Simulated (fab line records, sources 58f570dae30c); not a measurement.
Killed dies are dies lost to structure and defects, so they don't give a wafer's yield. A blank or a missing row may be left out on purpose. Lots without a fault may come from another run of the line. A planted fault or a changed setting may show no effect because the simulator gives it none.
fab line records | flow berkeley_cmos170
record lots=5 wafers=23
route steps=331 shown M1@238 V1@268 M2@272 M3@310
start_h: hours from the record's first day to the start of the lot's first wafer shown | wait_h: hours since the lot's step before | " the same as in the row above | L1.1+2: a row that stands for several wafers | - no value, or no start given | * or withheld: withheld | < > ~ a bound
route shown NAME@n: a module of which the file shows steps, and the number in the route of the first | usual: mean/standard deviation of fault-free wafers | same: alike in all rows | chamber/n: place in a boat | sites: the reading at each site | _std_site: their standard deviation | _edge_site: outer sites' mean less inner sites' | radius_mm: how far each site lies from the wafer's centre | mask NAME#n: copy n | behind: the tool/chamber that last shaped the wafer | hold: why the lot was held/for how many hours/how that ended | device: the transistor (n, p or np) that didn't switch | end of line: the same wafers' tests at the end of the route | a step without rows: its recipe alone | killed: dies lost to structure and defects at the first sort, not the wafer's yield | map: a wafer's dies, x killed, . not, _ none there
set.NAME: the setting as run; set.NAME@STEP: as run at that earlier step | model.NAME: the simulator's own value behind a step, which no gauge read
lots whose settings were changed on purpose; a table a step, a row a wafer
## steps
# step UCB170_M1_SPUTTER_00
# recipe material=Al target_thk_nm=600 time_s=80 power_w=6000 chamber_pressure_pa=0.5
# columns lot.wafer tool chamber start_h wait_h set.time_s model.Al_of_M1_SPUTTER_00.thk_nm
L074.3 pvd_sputter-01 - 134.51 0.0 80 602.5
L074.4 " - " " 80 591.2
L074.5 " - " " 80 585.9
L075.2 pvd_sputter-04 - 139.52 0.0 88.84 686.5
L075.3 " - " " 80 604.9
L075.4 " - " " 80 598.5
L075.5 " - " " 88.84 672.4
L075.6 " - " " 80 618
L076.1 pvd_sputter-03 - 156.55 0.0 80 583.8
L076.3 " - " " 69.33 512
L076.4 " - " " 80 592.8
L076.5 " - " " 69.33 512.3
L076.6 " - " " 80 584.1
L081.1 pvd_sputter-01 - 188.57 0.0 74.91 566
L081.2 " - " " 80 590.7
L081.4 " - " " 80 595.7
L081.5 " - " " 74.91 558.3
L081.6 " - " " 80 597
L083.1 pvd_sputter-03 - 189.09 0.0 74.68 552.3
L083.2 " - " " 80 595.8
L083.3 " - " " 74.68 555.9
L083.5 " - " " 80 596.2
L083.6 " - " " 74.68 552
# step UCB170_M1_RS_MEAS_01
# recipe thk_meas_gauge=four-point-probe reads=Al_of_M1_SPUTTER_00
# usual M1_AL_RS=0.0485/0.00077
# columns lot.wafer tool chamber start_h wait_h set.time_s@M1_SPUTTER_00 M1_AL_RS[ohm/sq]
L074.3 film_metro-01 - 134.65 0.1 80 0.0485
L074.4 " - " " 80 0.0494
L074.5 " - " " 80 0.0498
L075.2 film_metro-04 - 139.60 0.1 88.84 0.0423
L075.3 " - " " 80 0.0481
L075.4 " - " " 80 0.0487
L075.5 " - " " 88.84 0.0432
L075.6 " - " " 80 0.0471
L076.1 film_metro-02 - 156.61 0.0 80 0.0497
L076.3 " - " " 69.33 0.0571
L076.4 " - " " 80 0.0490
L076.5 " - " " 69.33 0.0570
L076.6 " - " " 80 0.0498
L081.1 film_metro-02 - 188.63 0.0 74.91 0.0514
L081.2 " - " " 80 0.0492
L081.4 " - " " 80 0.0488
L081.5 " - " " 74.91 0.0522
L081.6 " - " " 80 0.0486
L083.1 film_metro-02 - 189.15 0.0 74.68 0.0527
L083.2 " - " " 80 0.0488
L083.3 " - " " 74.68 0.0524
L083.5 " - " " 80 0.0487
L083.6 " - " " 74.68 0.0528
# step UCB170_M1_THK_MEAS_02
# recipe thk_meas_gauge=xrf reads=Al_of_M1_SPUTTER_00
# usual M1_AL_THK=604/9.6
# columns lot.wafer tool chamber start_h wait_h set.time_s@M1_SPUTTER_00 M1_AL_THK[nm]
L074.3 film_metro-01 - 134.75 0.1 80 607
L074.4 " - " " 80 597
L074.5 " - " " 80 592
L075.2 film_metro-04 - 139.71 0.1 88.84 691
L075.3 " - " " 80 610
L075.4 " - " " 80 605
L075.5 " - " " 88.84 678
L075.6 " - " " 80 617
L076.1 film_metro-02 - 156.73 0.1 80 587
L076.3 " - " " 69.33 517
L076.4 " - " " 80 594
L076.5 " - " " 69.33 517
L076.6 " - " " 80 589
L081.1 film_metro-02 - 188.75 0.1 74.91 569
L081.2 " - " " 80 596
L081.4 " - " " 80 601
L081.5 " - " " 74.91 564
L081.6 " - " " 80 601
L083.1 film_metro-02 - 189.27 0.1 74.68 556
L083.2 " - " " 80 598
L083.3 " - " " 74.68 558
L083.5 " - " " 80 598
L083.6 " - " " 74.68 554
# step UCB170_M1_METAL_ETCH_12
# recipe chemistry=Cl2/BCl3 target=Al stop_on=PSG pressure_mtorr=12 target_depth_a=7800 over_etch_frac=0.3 time_s=130 icp_w=600 bias_w=120 Cl2_flow_sccm=90 bcl3_flow_sccm=45
# usual oes_product_au=0.864/0.016
# columns lot.wafer tool chamber start_h wait_h set.over_etch_frac set.time_s@M1_SPUTTER_00 oes_product_au
L074.3 rie_metal-04 0 136.01 - 0.3 80 0.869
L074.4 " 0 " " 0.3 80 0.868
L074.5 " 0 " " 0.3 80 0.858
L075.2 rie_metal-04 1 141.28 - 0.3664 88.84 0.904
L075.3 " 1 " " 0.3 80 0.867
L075.4 " 1 " " 0.3664 80 0.836
L075.5 " 1 " " 0.3 88.84 0.909
L075.6 " 1 " " 0.3 80 0.880
L076.1 rie_metal-02 0 158.16 - 0.3 80 0.836
L076.3 " 0 " " 0.3 69.33 0.778
L076.4 " 0 " " 0.3 80 0.850
L076.5 " 0 " " 0.3 69.33 0.786
L076.6 " 0 " " 0.3 80 0.835
L081.1 rie_metal-04 1 190.21 - 0.3 74.91 0.820
L081.2 " 0 " " 0.3 80 0.870
L081.4 " 1 " " 0.3 80 0.860
L081.5 " 0 " " 0.3 74.91 0.841
L081.6 " 1 " " 0.3 80 0.861
L083.1 rie_metal-02 0 190.63 - 0.3 74.68 0.819
L083.2 " 1 " " 0.2715 80 0.857
L083.3 " 0 " " 0.2715 74.68 0.830
L083.5 " 0 " " 0.2715 80 0.852
L083.6 " 1 " " 0.3 74.68 0.824
# step UCB170_V1_ETCH_14
# recipe chemistry=CHF3/CF4/Ar target=SiO2 stop_on=Al CHF3_flow_sccm=45 cf4_flow_sccm=15 Ar_flow_sccm=150 pressure_mtorr=200 rf_w=700 target_depth_a=12500 over_etch_frac=0.25 time_s=291
# columns lot.wafer tool chamber start_h wait_h set.time_s set.time_s@M1_SPUTTER_00 model.Al_of_M1_SPUTTER_00.thk_nm model.KrF_of_V1_COAT_07.thk_nm
L074.3 rie_diel-04 0 145.97 0.0 291 80 602.5 605.2
L074.4 " 2 " " 291 80 591.2 609.6
L074.5 " 3 " " 291 80 585.5 607.4
L075.2 rie_diel-02 0 147.80 0.0 317.2 88.84 682.7 580
L075.3 " 3 " " 317.2 80 601.7 585.3
L075.4 " 2 " " 291 80 598.5 609.5
L075.5 " 1 " " 291 88.84 672.4 611.3
L075.6 " 0 " " 317.2 80 614.1 579.6
L076.1 rie_diel-04 2 164.55 0.0 251.6 80 583.8 650.8
L076.3 " 1 " " 251.6 69.33 512 649
L076.4 " 0 " " 291 80 592.8 603.9
L076.5 " 3 " " 251.6 69.33 512.3 645.4
L076.6 " 2 " " 291 80 584.1 613.9
L083.1 rie_diel-04 2 196.27 0.0 291 74.68 552.3 610.6
L083.2 " 0 " " 278.4 80 595.8 613.2
L083.3 " 3 " " 291 74.68 555.6 605.6
L083.5 " 3 " " 278.4 80 596.2 620.5
L083.6 " 0 " " 278.4 74.68 552 616
L081.1 rie_diel-02 3 196.38 0.0 291 74.91 565.6 611.4
L081.2 " 1 " " 291 80 590.7 607.6
L081.4 " 2 " " 291 80 595.7 610.2
L081.5 " 2 " " 291 74.91 558.3 612.1
L081.6 " 1 " " 291 80 597 610.3
# step UCB170_V1_STRIP_15
# recipe chemistry=O2 power_w=400 pressure_mtorr=3500 platen_temp_c=withheld o2_flow_sccm=400 overash_fraction=0.5
# usual strip_time_to_endpoint_s=15.27/0.12
# columns lot.wafer tool chamber start_h wait_h set.time_s@V1_ETCH_14 strip_time_to_endpoint_s
L074.3 plasma_asher-01 0 146.19 0.1 291 15.18
L074.4 " 1 " " 291 15.31
L074.5 " 1 " " 291 15.25
L075.2 plasma_asher-01 0 147.98 0.1 317.2 14.60
L075.3 " 1 " " 317.2 14.71
L075.4 " 0 " " 291 15.29
L075.5 " 0 " " 291 15.33
L075.6 " 1 " " 317.2 14.59
L076.1 plasma_asher-03 1 164.73 0.1 251.6 16.21
L076.3 " 0 " " 251.6 16.15
L076.4 " 1 " " 291 15.17
L076.5 " 0 " " 251.6 16.07
L076.6 " 1 " " 291 15.40
L083.1 plasma_asher-01 1 196.45 0.1 291 15.34
L083.2 " 0 " " 278.4 15.39
L083.3 " 1 " " 291 15.19
L083.5 " 0 " " 278.4 15.57
L083.6 " 1 " " 278.4 15.44
L081.1 plasma_asher-02 0 196.56 0.1 291 15.33
L081.2 " 1 " " 291 15.25
L081.4 " 1 " " 291 15.31
L081.5 " 1 " " 291 15.36
L081.6 " 0 " " 291 15.32
# step UCB170_M2_SPUTTER_01
# recipe material=Al target_thk_nm=900 time_s=120 power_w=6000 chamber_pressure_pa=0.5
# columns lot.wafer tool chamber start_h wait_h set.power_w model.Al_of_M2_SPUTTER_01.thk_nm
L074.3 pvd_sputter-02 - 146.44 0.0 6000 891.3
L074.4 " - " " 6000 889.3
L074.5 " - " " 6000 892.6
L075.2 pvd_sputter-02 - 148.27 0.0 5722 843.6
L075.3 " - " " 6000 878
L075.4 " - " " 6000 881.5
L075.5 " - " " 6000 872.2
L075.6 " - " " 5722 839.6
L076.1 pvd_sputter-02 - 165.02 0.0 5786 870.9
L076.3 " - " " 6000 891.4
L076.4 " - " " 6000 902.4
L076.5 " - " " 5786 860.9
L076.6 " - " " 5786 863.1
L083.1 pvd_sputter-02 - 196.73 0.0 6000 909.4
L083.2 " - " " 5728 854
L083.3 " - " " 5728 852.3
L083.5 " - " " 6000 893.3
L083.6 " - " " 5728 838
L081.1 pvd_sputter-04 - 196.85 0.0 6000 897.6
L081.2 " - " " 6000 886.3
L081.4 " - " " 6000 885.6
L081.5 " - " " 6000 892.7
L081.6 " - " " 6000 893.1
# step UCB170_M2_RS_MEAS_02
# recipe thk_meas_gauge=four-point-probe reads=Al_of_M2_SPUTTER_01
# usual M2_AL_RS=0.0323/0.00036
# columns lot.wafer tool chamber start_h wait_h set.power_w@M2_SPUTTER_01 M2_AL_RS[ohm/sq]
L074.3 film_metro-02 - 146.56 0.1 6000 0.0325
L074.4 " - " " 6000 0.0325
L074.5 " - " " 6000 0.0324
L075.2 film_metro-01 - 148.37 0.1 5722 0.0343
L075.3 " - " " 6000 0.0331
L075.4 " - " " 6000 0.0330
L075.5 " - " " 6000 0.0333
L075.6 " - " " 5722 0.0346
L076.1 film_metro-03 - 165.10 0.0 5786 0.0332
L076.3 " - " " 6000 0.0324
L076.4 " - " " 6000 0.0320
L076.5 " - " " 5786 0.0336
L076.6 " - " " 5786 0.0336
L083.1 film_metro-02 - 196.82 0.0 6000 0.0318
L083.2 " - " " 5728 0.0339
L083.3 " - " " 5728 0.0339
L083.5 " - " " 6000 0.0323
L083.6 " - " " 5728 0.0345
L081.1 film_metro-03 - 196.94 0.0 6000 0.0322
L081.2 " - " " 6000 0.0325
L081.4 " - " " 6000 0.0327
L081.5 " - " " 6000 0.0324
L081.6 " - " " 6000 0.0323
# step UCB170_M2_THK_MEAS_03
# recipe thk_meas_gauge=xrf reads=Al_of_M2_SPUTTER_01
# usual M2_AL_THK=902/11
# columns lot.wafer tool chamber start_h wait_h set.power_w@M2_SPUTTER_01 M2_AL_THK[nm]
L074.3 film_metro-02 - 146.66 0.1 6000 898
L074.4 " - " " 6000 895
L074.5 " - " " 6000 902
L075.2 film_metro-01 - 148.48 0.1 5722 850
L075.3 " - " " 6000 888
L075.4 " - " " 6000 892
L075.5 " - " " 6000 881
L075.6 " - " " 5722 848
L076.1 film_metro-03 - 165.22 0.1 5786 876
L076.3 " - " " 6000 898
L076.4 " - " " 6000 909
L076.5 " - " " 5786 869
L076.6 " - " " 5786 870
L083.1 film_metro-02 - 196.94 0.1 6000 918
L083.2 " - " " 5728 864
L083.3 " - " " 5728 866
L083.5 " - " " 6000 903
L083.6 " - " " 5728 845
L081.1 film_metro-03 - 197.06 0.1 6000 901
L081.2 " - " " 6000 888
L081.4 " - " " 6000 889
L081.5 " - " " 6000 894
L081.6 " - " " 6000 902
# step UCB170_M2_METAL_ETCH_18
# recipe chemistry=Cl2/BCl3 target=Al stop_on=SiO2 pressure_mtorr=12 target_depth_a=11700 over_etch_frac=0.3 time_s=195 icp_w=600 bias_w=120 Cl2_flow_sccm=90 bcl3_flow_sccm=45
# columns lot.wafer tool chamber start_h wait_h set.over_etch_frac set.power_w@M2_SPUTTER_01 model.M2.feature_depth_nm model.etch.depth_nm
L074.3 rie_metal-03 0 150.25 - 0.3 6000 948.9 891.3
L074.4 " 1 " " 0.3 6000 942.8 889.3
L074.5 " 1 " " 0.3 6000 946.5 892.6
L075.2 rie_metal-04 1 150.96 - 0.3 5722 897.6 -
L075.3 " 1 " " 0.3 6000 931.7 -
L075.4 " 1 " " 0.2449 6000 932.6 881.5
L075.5 " 1 " " 0.3 6000 925.9 -
L075.6 " 1 " " 0.2449 5722 891.5 839.6
L076.1 rie_metal-03 0 167.71 - 0.3 5786 928.6 870.9
L076.3 " 1 " " 0.3338 6000 946.2 -
L076.4 " 0 " " 0.3338 6000 961.8 902.4
L076.5 " 1 " " 0.3 5786 914.7 -
L076.6 " 0 " " 0.3338 5786 922.5 863.1
L081.1 rie_metal-02 0 199.50 - 0.3 6000 956.3 -
L081.2 " 1 " " 0.2711 6000 940.4 886.3
L081.4 " 1 " " 0.2711 6000 940.4 885.6
L081.5 " 0 " " 0.2711 6000 949.8 -
L081.6 " 1 " " 0.3 6000 948.8 -
L083.1 rie_metal-03 0 200.23 - 0.2613 6000 963.8 -
L083.2 " 1 " " 0.3 5728 908.2 -
L083.3 " 1 " " 0.3 5728 906.2 -
L083.5 " 0 " " 0.3 6000 950.9 893.3
L083.6 " 1 " " 0.2613 5728 890.1 -
# step UCB170_M3_SPUTTER_01
# recipe material=Al target_thk_nm=900 time_s=120 power_w=6000 chamber_pressure_pa=0.5
# columns lot.wafer tool chamber start_h wait_h set.time_s model.Al_of_M3_SPUTTER_01.thk_nm
L074.3 pvd_sputter-02 - 153.50 0.0 120 883.7
L074.4 " - " " 120 887.2
L074.5 " - " " 120 900.4
L075.2 pvd_sputter-01 - 154.93 0.0 120 913.6
L075.3 " - " " 112.2 847.1
L075.4 " - " " 120 907.7
L075.5 " - " " 112.2 859.6
L075.6 " - " " 120 906.8
L076.1 pvd_sputter-01 - 173.76 0.0 120 896.7
L076.3 " - " " 107.8 800.5
L076.4 " - " " 120 908.4
L076.5 " - " " 107.8 804.1
L076.6 " - " " 120 897.2
L081.1 pvd_sputter-04 - 203.50 0.0 104.7 796.5
L081.2 " - " " 120 908.3
L081.4 " - " " 120 875.8
L081.5 " - " " 104.7 762.5
L081.6 " - " " 104.7 797.1
L083.1 pvd_sputter-01 - 204.02 0.0 105.5 789.9
L083.2 " - " " 105.5 813.6
L083.3 " - " " 105.5 799.2
L083.5 " - " " 120 909.6
L083.6 " - " " 120 908.8
# step UCB170_M3_RS_MEAS_02
# recipe thk_meas_gauge=four-point-probe reads=Al_of_M3_SPUTTER_01
# usual M3_AL_RS=0.0321/0.00048
# columns lot.wafer tool chamber start_h wait_h set.time_s@M3_SPUTTER_01 M3_AL_RS[ohm/sq]
L074.3 film_metro-01 - 153.62 0.1 120 0.0328
L074.4 " - " " 120 0.0327
L074.5 " - " " 120 0.0323
L075.2 film_metro-04 - 155.04 0.1 120 0.0317
L075.3 " - " " 112.2 0.0342
L075.4 " - " " 120 0.0319
L075.5 " - " " 112.2 0.0337
L075.6 " - " " 120 0.0319
L076.1 film_metro-02 - 173.84 0.0 120 0.0323
L076.3 " - " " 107.8 0.0361
L076.4 " - " " 120 0.0319
L076.5 " - " " 107.8 0.0360
L076.6 " - " " 120 0.0322
L081.1 film_metro-04 - 203.63 0.1 104.7 0.0364
L081.2 " - " " 120 0.0319
L081.4 " - " " 120 0.0331
L081.5 " - " " 104.7 0.0380
L081.6 " - " " 104.7 0.0363
L083.1 film_metro-04 - 204.10 0.0 105.5 0.0367
L083.2 " - " " 105.5 0.0355
L083.3 " - " " 105.5 0.0361
L083.5 " - " " 120 0.0318
L083.6 " - " " 120 0.0318
# step UCB170_M3_THK_MEAS_03
# recipe thk_meas_gauge=xrf reads=Al_of_M3_SPUTTER_01
# usual M3_AL_THK=906/13
# columns lot.wafer tool chamber start_h wait_h set.time_s@M3_SPUTTER_01 M3_AL_THK[nm]
L074.3 film_metro-01 - 153.72 0.1 120 888
L074.4 " - " " 120 900
L074.5 " - " " 120 906
L075.2 film_metro-04 - 155.15 0.1 120 918
L075.3 " - " " 112.2 851
L075.4 " - " " 120 908
L075.5 " - " " 112.2 869
L075.6 " - " " 120 911
L076.1 film_metro-02 - 173.96 0.1 120 900
L076.3 " - " " 107.8 806
L076.4 " - " " 120 912
L076.5 " - " " 107.8 805
L076.6 " - " " 120 899
L081.1 film_metro-04 - 203.75 0.1 104.7 807
L081.2 " - " " 120 916
L081.4 " - " " 120 882
L081.5 " - " " 104.7 768
L081.6 " - " " 104.7 802
L083.1 film_metro-04 - 204.22 0.1 105.5 795
L083.2 " - " " 105.5 820
L083.3 " - " " 105.5 807
L083.5 " - " " 120 919
L083.6 " - " " 120 917
## key
split step=UCB170_M1_SPUTTER_00 setting=time_s stated=80 by=wafer
response step=UCB170_M1_SPUTTER_00 reading=model.Al_of_M1_SPUTTER_00.thk_nm change=+5.94 per=1% r=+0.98
response step=UCB170_M1_RS_MEAS_01 reading=M1_AL_RS change=-0.000526 per=1% r=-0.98
response step=UCB170_M1_THK_MEAS_02 reading=M1_AL_THK change=+5.91 per=1% r=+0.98
response step=UCB170_M1_METAL_ETCH_12 reading=oes_product_au change=+0.00438 per=1% r=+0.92
response step=UCB170_V1_ETCH_14 reading=model.Al_of_M1_SPUTTER_00.thk_nm change=+5.96 per=1% r=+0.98
split step=UCB170_M1_METAL_ETCH_12 setting=over_etch_frac stated=0.3 by=wafer
response none clear
split step=UCB170_V1_ETCH_14 setting=time_s stated=291 by=wafer
response step=UCB170_V1_ETCH_14 reading=model.KrF_of_V1_COAT_07.thk_nm change=-2.93 per=1% r=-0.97
response step=UCB170_V1_STRIP_15 reading=strip_time_to_endpoint_s change=* per=1% r=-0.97
split step=UCB170_M2_SPUTTER_01 setting=power_w stated=6000 by=wafer
response step=UCB170_M2_SPUTTER_01 reading=model.Al_of_M2_SPUTTER_01.thk_nm change=+9.51 per=1% r=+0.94
response step=UCB170_M2_RS_MEAS_02 reading=M2_AL_RS change=-0.000368 per=1% r=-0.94
response step=UCB170_M2_THK_MEAS_03 reading=M2_AL_THK change=+9.51 per=1% r=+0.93
response step=UCB170_M2_METAL_ETCH_18 reading=model.M2.feature_depth_nm change=+9.72 per=1% r=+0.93
response step=UCB170_M2_METAL_ETCH_18 reading=model.etch.depth_nm change=+9.43 per=1% r=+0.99
split step=UCB170_M2_METAL_ETCH_18 setting=over_etch_frac stated=0.3 by=wafer
response none clear
split step=UCB170_M3_SPUTTER_01 setting=time_s stated=120 by=wafer
response step=UCB170_M3_SPUTTER_01 reading=model.Al_of_M3_SPUTTER_01.thk_nm change=+8.88 per=1% r=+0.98
response step=UCB170_M3_RS_MEAS_02 reading=M3_AL_RS change=-0.000357 per=1% r=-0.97
response step=UCB170_M3_THK_MEAS_03 reading=M3_AL_THK change=+8.88 per=1% r=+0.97
